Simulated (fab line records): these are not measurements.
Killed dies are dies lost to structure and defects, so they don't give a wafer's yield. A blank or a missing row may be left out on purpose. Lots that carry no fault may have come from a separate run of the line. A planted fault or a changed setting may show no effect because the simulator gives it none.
Code-filled problem report in 8D (eight disciplines) form || flow berkeley_cmos170 || the parts of the form that need people (team, actions taken, sign-off) are left out

## 1. PROBLEM STATEMENT
Wafers without a fault read 699.9 nm, standard deviation 1.2; cd_nm at UCB170_M2_CD_MEAS_15 reads a mean of 709.4 nm on 6 wafers belonging to 2 lots. Measured from the usual mean, that is +7.9 standard deviations.
The step: target cd 700 nm.
Earliest sighting: wafer L378.2 on cd_sem-02 at day 10 12:26. The record holds 42 wafers of 14 lots with a number at this step. Rule for "out", or "out of limits": more than 4 standard deviations from the usual mean. All remaining wafers that have a number are taken as sound.

## 2. WHAT THIS IS AND IS NOT
{"question": "which readings at this step", "is": "cd_nm", "is not": "-"}
{"question": "which lots", "is": "L378, L380", "is not": "L367, L369, L370, L371, L372, L373, L374, L376, L382, L383, L384, L388"}
{"question": "which wafers of those lots", "is": "all that have a number", "is not": "-"}
{"question": "read on which gauges", "is": "cd_sem-01, cd_sem-02", "is not": "-"}
{"question": "when", "is": "from day 10 12:26", "is not": "up to then (24 sound wafers); but 12 sound wafers of L382, L383, L384, L388 came after"}

## 3. SUSPECTS, AND WHAT RULES EACH OUT
Counting: any tool at a process step up to the reading is kept as a suspect provided that every lot that is out went through it and no sound lot did after the first of them.
- the gauge at UCB170_M2_CD_MEAS_15 has been ruled out. Those wafers that are out were read across 2 gauges (cd_sem-01, cd_sem-02).
- litho_track-04 at UCB170_M2_PEB_13: kept. Every lot that is out went through it, starting with L378 (day 10 12:10), and after that it ran no sound lot; the last sound lot it ran before then is L371 (day 8 17:47). Out on those wafers are its own readings of heater_power_total_W.
Remaining after the count: litho_track-04 at UCB170_M2_PEB_13.

## 4. THE CAUSE (what the simulator had put in)
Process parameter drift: litho_track-04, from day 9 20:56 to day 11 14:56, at UCB170_M2_PEB_13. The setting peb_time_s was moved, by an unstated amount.
Counting left only this tool.

## 5. SEQUENCE OF EFFECTS, ordered by route
Rows list readings where the struck wafers' mean (over those with a number) sits beyond 3 standard deviations from the usual. Scope: only readings with a usual standard deviation given in the record; hours: median across lots of the time from each lot's start at the first step in this table that gives one to its start at this step; sigmas: change in usual standard deviations.
{"hours": 0, "step": "UCB170_M2_PEB_13", "reading": "heater_power_total_W", "usual": "56.81 W", "on struck wafers": 59.74, "change": "+2.93", "sigmas": "+60"}
{"hours": 0, "step": "UCB170_M2_CD_MEAS_15", "reading": "cd_nm", "usual": "699.9 nm", "on struck wafers": 709.4, "change": "+9.5", "sigmas": "+7.9"}
Here are the process steps it includes:
- UCB170_M2_PEB_13
Later steps that measure or inspect, where all struck wafers having a row at the step show a number for every such reading and not one has moved that far: UCB170_M3_OVL_MEAS_16.

## 6. HOW IT WOULD HAVE BEEN CAUGHT EARLIER
In this record the first reading out of limits at a measuring or inspecting step was taken at day 10 12:26, 16 hours after the fault began at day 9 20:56.
At UCB170_M2_PEB_13, the tool's own readings (heater_power_total_W) were out on each struck wafer the step has a row for, so an alarm limit on them would have fired on the first such wafer.
L380, from the lots that are out (2), started UCB170_M2_PEB_13 on litho_track-04 later than day 10 12:26. It would have been spared by a hold on the tool at that moment.
